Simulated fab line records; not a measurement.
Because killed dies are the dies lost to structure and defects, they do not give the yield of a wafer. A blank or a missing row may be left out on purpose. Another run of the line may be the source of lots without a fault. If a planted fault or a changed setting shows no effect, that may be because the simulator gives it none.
Chamber matching / flow berkeley-cmos170 / cmp-02 running UCB170_V2_CMP_02: 4 sister chambers
The step polishes SiO2. 8 wafers are shown with their chamber, then 7 later ones without.

WAFERS, EACH WITH ITS CHAMBER
wafer=L755.3; chamber=1; motor-current-A (A)=14.3
wafer=L755.5; chamber=0; motor-current-A (A)=15.8
wafer=L756.4; chamber=2; motor-current-A (A)=16.1
wafer=L756.5; chamber=1; motor-current-A (A)=13.4
wafer=L760.1; chamber=2; motor-current-A (A)=16.3
wafer=L760.5; chamber=3; motor-current-A (A)=16.7
wafer=L767.2; chamber=0; motor-current-A (A)=15.1
wafer=L767.3; chamber=3; motor-current-A (A)=16.6

WAFERS MISSING THEIR CHAMBER
wafer=L767.4; motor-current-A (A)=13.7
wafer=L769.1; motor-current-A (A)=16.1
wafer=L769.4; motor-current-A (A)=14.3
wafer=L769.6; motor-current-A (A)=13.6
wafer=L772.1; motor-current-A (A)=15.1
wafer=L772.2; motor-current-A (A)=17.4
wafer=L772.5; motor-current-A (A)=14.0

WHICH CHAMBER EACH WENT THROUGH
wafer=L767.4; from the rows above=1; in truth=1
wafer=L769.1; from the rows above=can't be placed: 2 or 3 or 0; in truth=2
wafer=L769.4; from the rows above=can't be placed: 1 or 0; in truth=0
wafer=L769.6; from the rows above=1; in truth=1
wafer=L772.1; from the rows above=can't be placed: 0 or 2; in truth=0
wafer=L772.2; from the rows above=can't be placed: 3 or 2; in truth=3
wafer=L772.5; from the rows above=1; in truth=1
Correct placement for 3 of the 7. Cannot be placed on the basis of these rows: 4; the candidates contain the true chamber in 4. Number placed wrongly: 0.
How it was worked out, from the rows above alone: a wafer's distance from a chamber is the root of the sum, over the readings, of the square of ((its reading less the chamber's mean) divided by the reading's scatter). The wafer belongs to the nearest chamber; if the next one is less than 2 further off, it can't be placed. For every chamber, the mean is computed from those of its wafers that are shown. The scatter: take each reading less its chamber's mean, square it, sum over the shown wafers, divide by the number of wafers less the number of chambers, and take the root.
